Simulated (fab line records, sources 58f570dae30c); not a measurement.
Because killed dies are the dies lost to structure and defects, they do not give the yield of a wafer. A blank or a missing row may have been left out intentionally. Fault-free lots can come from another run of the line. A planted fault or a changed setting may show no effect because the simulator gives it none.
A struck lot beside a sound one / flow berkeley-cmos170 / 25 steps out of a route of 331
Sound: these wafers, L783.3, L783.4, L783.5. Wafers struck: L789.1, L789.3, L789.6. The cause is given at the end.
For every step that has rows: the tool of each side, followed by ch and its chambers, followed by its first start. Under that, the readings that differ: sound wafers / struck wafers / difference of the means / sigmas: that difference in standard deviations of wafers without a fault.
alike: words and numbers the same on both sides, and readings whose means are apart by under 2 such deviations; not compared: readings that were withheld, readings missing a value for some wafer, numbers with overlapping values and no deviation given by the record, and bounds like >300 which may hide the same value.
Wherever a step has rows on one side only, a row that says differs or no value, or a row with sigmas, the two part there. Numbers that have no deviation but don't overlap get no sigmas and don't part them. A reading missing from all wafers of one side parts the sides only when that side holds two or more wafers.

first, 1 step without rows for these wafers: UCB170_PSD_IMPLANT_08.
UCB170_PSD_STRIP_09: strips in O2.
  sound on plasma-asher-03 ch 0,1, day 8 14:28; struck on plasma-asher-04 ch 0,1, day 10 03:00
  alike: drypump-motor-current-A, oes-product-au, strip-time-to-endpoint-s
  not compared: rf-hours-counter-h
UCB170_PSD_TW_MEAS_10:
  sound on film-metro-01, day 8 14:33; struck on film-metro-03, day 10 03:06
  alike: PSD_TW
then, 7 steps without rows for these wafers: UCB170_PSD_CLEAN_11 (cleans in SPM, time 600 s); UCB170_NSD_HMDS_00 (prime time 60 s); UCB170_NSD_COAT_01 (resist thk 900 nm); UCB170_NSD_SOFTBAKE_02 (time 60 s); UCB170_NSD_EXPOSE_03 (exposes mask NSELECT MOD, target cd 1200 nm); UCB170_NSD_PEB_04; UCB170_NSD_DEVELOP_05 (develop time 45 s).
UCB170_NSD_CD_MEAS_06: target cd 1200 nm.
  sound on cd-sem-01, day 8 16:03; struck on cd-sem-01, day 10 05:13
  alike: cd-nm
UCB170_NSD_OVL_MEAS_07:
  sound on overlay-02, day 8 16:08; struck on overlay-01, day 10 05:20
  alike: NSD_OVL
UCB170_NSD_IMPLANT_08:
  sound on implanter-04 ch 0, day 8 16:13; struck on implanter-03, day 10 05:23
  no value came back on the struck wafers for beam-energy-keV, beam-on-s (s), end-station-pressure-torr (Torr); on the sound wafers beam-energy-keV reads 39.999 39.988 40.005
UCB170_NSD_STRIP_09: strips in O2.
  sound on plasma-asher-01 ch 0,1, day 8 16:20; struck on plasma-asher-04 ch 0, day 10 05:32
reading=oes-product-au (a.u.); sound=0.539 0.533 0.541; struck=0.735 0.729 0.738; difference=+0.196; sigmas=+47
reading=strip-time-to-endpoint-s (s); sound=35.94 35.84 35.86; struck=21.71 21.63 21.75; difference=-14.18; sigmas=-99 or more
  alike: drypump-motor-current-A
  not compared: rf-hours-counter-h
UCB170_NSD_TW_MEAS_10:
  sound on film-metro-01, day 8 16:26; struck on film-metro-03, day 10 05:38
reading=NSD_TW; sound=4159 4149 4154; struck=30 30 30; difference=-4124; sigmas=-99 or more
then, 4 steps without rows for these wafers: UCB170_NSD_CLEAN_11 (cleans in SPM, time 600 s); UCB170_BACKSIDE_HMDS_00 (prime time 60 s); UCB170_BACKSIDE_COAT_01 (resist thk 900 nm); UCB170_BACKSIDE_SOFTBAKE_02 (time 60 s).
UCB170_BACKSIDE_STRIP_03: strips in O2.
  sound on plasma-asher-03 ch 0,1, day 8 17:08; struck on plasma-asher-01 ch 0, day 10 07:10
  alike: drypump-motor-current-A, oes-product-au, strip-time-to-endpoint-s
  not compared: rf-hours-counter-h
then, 1 step without rows for these wafers: UCB170_BACKSIDE_CLEAN_04 (cleans in SPM, time 600 s).
UCB170_SDANNEAL_RTA_00: time 10 s.
  sound on rtp-anneal-01 ch 0, day 8 17:34; struck on rtp-anneal-02 ch 0, day 10 07:35
reading=lamp-power-pct (%); sound=24.9 24.9 24.9; struck=22.0 22.0 22.0; difference=-2.9; sigmas=-2
  alike: wafer_temp_C_max
UCB170_SDANNEAL_RTA_01: time 5 s.
  sound on rtp-anneal-01 ch 0, day 8 17:38; struck on rtp-anneal-02 ch 0, day 10 07:39
reading=lamp-power-pct (%); sound=38.5 38.5 38.4; struck=34.0 34.0 34.0; difference=-4.5; sigmas=-2
  alike: wafer_temp_C_max
UCB170_SDANNEAL_RS_MEAS_02: the measuring method here is four-point-probe.
  sound on film-metro-02, day 8 17:53; struck on film-metro-02, day 10 07:43
  alike: PSD_RS
UCB170_SDANNEAL_RS_MEAS_03: the measuring method here is four-point-probe.
  sound on film-metro-02, day 8 18:00; struck on film-metro-02, day 10 07:50
reading=NSD_RS (ohm/sq); sound=37.15 37.26 37.13; struck=132.76 132.93 132.61; difference=+95.59; sigmas=+99 or more

## WHERE THEY PART
First at UCB170_NSD_IMPLANT_08; last, within this record, at UCB170_SDANNEAL_RS_MEAS_03.

WHY: what the simulator had put in
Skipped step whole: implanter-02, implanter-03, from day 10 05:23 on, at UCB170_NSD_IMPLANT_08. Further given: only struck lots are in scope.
